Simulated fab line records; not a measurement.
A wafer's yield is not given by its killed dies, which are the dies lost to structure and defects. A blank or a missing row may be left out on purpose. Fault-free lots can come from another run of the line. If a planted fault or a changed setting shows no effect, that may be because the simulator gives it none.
Which of the tools did it? | flow rit cmos | Sampling: 14 lots, 42 wafers, 2 of 202 route steps

## WHAT THE GAUGES SHOWED, per wafer
RIT_ACTIVE_THK_MEAS_02.
lot  | measured    | on            | ACTIVE_OXIDE_THK (nm)
L321 | day 1 12:03 | film metro-04 | 46.6 45.6 47.2
L322 | day 1 17:03 | film metro-04 | 46.2 44.5 45.7
L323 | day 1 22:04 | film metro-01 | 46.0 46.4 46.2
L324 | day 2 03:04 | film metro-04 | 47.2 47.2 46.5
L325 | day 2 09:02 | film metro-02 | 46.3 46.6 45.0
L326 | day 2 13:04 | film metro-02 | 46.6 46.2 46.2
L327 | day 2 18:05 | film metro-02 | 46.2 46.5 46.0
L329 | day 3 04:04 | film metro-02 | 46.6 47.4 46.7
L331 | day 3 15:18 | film metro-02 | 46.3 47.4 46.0
L333 | day 4 00:38 | film metro-02 | 44.9 44.7 45.9
L336 | day 4 16:30 | film metro-01 | 46.2 46.8 46.7
L341 | day 5 16:05 | film metro-02 | 33.8 33.9 33.7
L342 | day 5 21:03 | film metro-02 | 34.7 33.4 33.5
L343 | day 6 02:04 | film metro-02 | 47.2 47.6 46.7

## TOOL THAT RAN EACH LOT (tool first, then ch and the chambers of the sampled wafers, then the start)
lot  | RIT_ACTIVE_OXIDATION_01
L321 | furnace-02 ch 0, day 1 10:07
L322 | furnace-04 ch 0, day 1 15:07
L323 | furnace-01 ch 0, day 1 20:07
L324 | furnace-01 ch 0, day 2 01:07
L325 | furnace-01 ch 0, day 2 07:06
L326 | furnace-02 ch 0, day 2 11:07
L327 | furnace-04 ch 0, day 2 16:07
L329 | furnace-02 ch 0, day 3 02:07
L331 | furnace-02 ch 0, day 3 13:20
L333 | furnace-02 ch 0, day 3 22:42
L336 | furnace-01 ch 0, day 4 14:34
L341 | furnace-02 ch 0, day 5 14:08
L342 | furnace-02 ch 0, day 5 19:07
L343 | furnace-04 ch 0, day 6 00:07
- RIT_ACTIVE_OXIDATION_01: target thk 46.8 nm, ox time 3360 s.

## WHAT THE TOOLS THEMSELVES READ (means of the sampled wafers that have a number; where no wafer has one, the mark that the record gives instead)
RIT_ACTIVE_OXIDATION_01.
lot  | tool       | spike tc centre C (C) | spike tc load C (C) | spike tc source C (C) | tube center temp C (C) | tube_center_temp_C_max | zone power centre pct (%) | zone power load pct (%)
L321 | furnace-02 | 1002.4                | 1025.5              | 1029.7                | 1000.1                 | 1002.6                 | 42                        | 39.5
L322 | furnace-04 | 1001.5                | 1029.7              | 1026.8                | 1000.0                 | 1002.6                 | 56                        | 33.4
L323 | furnace-01 | 1002.6                | 1030.1              | 1030.1                | 1000.0                 | 1003.0                 | 46                        | 34.0
L324 | furnace-01 | 1002.6                | 1028.1              | 1031.8                | 1000.0                 | 1002.7                 | 46                        | 34.3
L325 | furnace-01 | 1002.9                | 1029.3              | 1032.0                | 1000.0                 | 1002.7                 | 46                        | 34.5
L326 | furnace-02 | 1002.5                | 1027.0              | 1030.6                | 1000.0                 | 1002.9                 | 41                        | 39.8
L327 | furnace-04 | 1002.3                | 1029.0              | 1025.8                | 999.9                  | 1002.3                 | 56                        | 33.5
L329 | furnace-02 | 1001.9                | 1025.6              | 1030.8                | 1000.1                 | 1002.7                 | 42                        | 39.5
L331 | furnace-02 | 1003.1                | 1026.8              | 1031.4                | 1000.0                 | 1002.7                 | 42                        | 39.5
L333 | furnace-02 | 1002.1                | 1025.9              | 1030.6                | 999.9                  | 1003.1                 | 42                        | 39.6
L336 | furnace-01 | 1003.5                | 1028.4              | 1030.9                | 1000.0                 | 1002.6                 | 46                        | 34.5
L341 | furnace-02 | 962.2                 | 985.2               | 990.4                 | 960.1                  | 962.9                  | 39                        | 35.5
L342 | furnace-02 | 962.7                 | 985.2               | 990.0                 | 960.0                  | 962.5                  | 39                        | 36.3
L343 | furnace-04 | 1001.9                | 1029.5              | 1026.1                | 1000.0                 | 1002.3                 | 56                        | 33.5

## THE ANSWER, worked out from the rows above alone
Rule: the usual values come from the lots themselves. The widest of any qualifying gaps counts: lots, ordered by their means at a reading, are off when they make up no more than a third of the lots, leave a main group of 4 or more, and stand apart from it by 3 or more times the standard deviation of that group's means. The tables above print the reading to a certain number of digits; a main group whose means all agree to those digits is not used. Also off: a lot with no number at a reading for which 4 or more lots have one. All remaining lots with rows at the step are treated as sound. First the gauges in route order, then the tools' own readings, where a lot's mean is used as printed above. The first step at which some lot is off is used, and at that step the reading that is off furthest; a lot without a number counts as furthest.
Off: L341, L342, seen at RIT_ACTIVE_THK_MEAS_02 (ACTIVE_OXIDE_THK). The main group has a mean of 46.3 nm with a standard deviation of 0.56.
A tool fits if, at a process step before that reading, it ran every lot that is off, and no sound lot after the first of them. The gauges at RIT_ACTIVE_THK_MEAS_02 aren't tried: what is off there is off at RIT_ACTIVE_OXIDATION_01 too, on other tools, and a gauge's error can't cause that. One fits: furnace-02 at RIT_ACTIVE_OXIDATION_01. A fault onset in the window from L333 (day 3 22:42, its last sound lot) to L341 (day 5 14:08, its first lot off) fits.
The tool's own readings at RIT_ACTIVE_OXIDATION_01 bear it out: on the lots that are off they differ by more than 5 times the standard deviation of the sound lots' means. spike tc centre C reads 962.5 C there against 1002.4 C on the sound lots; spike tc load C reads 985.2 C there against 1027.9 C on the sound lots; spike tc source C reads 990.2 C there against 1029.7 C on the sound lots; tube center temp C reads 960.0 C there against 1000.0 C on the sound lots; tube_center_temp_C_max reads 962.7 there against 1002.7 on the sound lots.

## WHAT WAS PUT IN BY THE SIMULATOR
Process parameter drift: furnace-02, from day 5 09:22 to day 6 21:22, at RIT_ACTIVE_OXIDATION_01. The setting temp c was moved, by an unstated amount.
Struck lots among those shown: L341, L342. This agrees with what the rule above found.
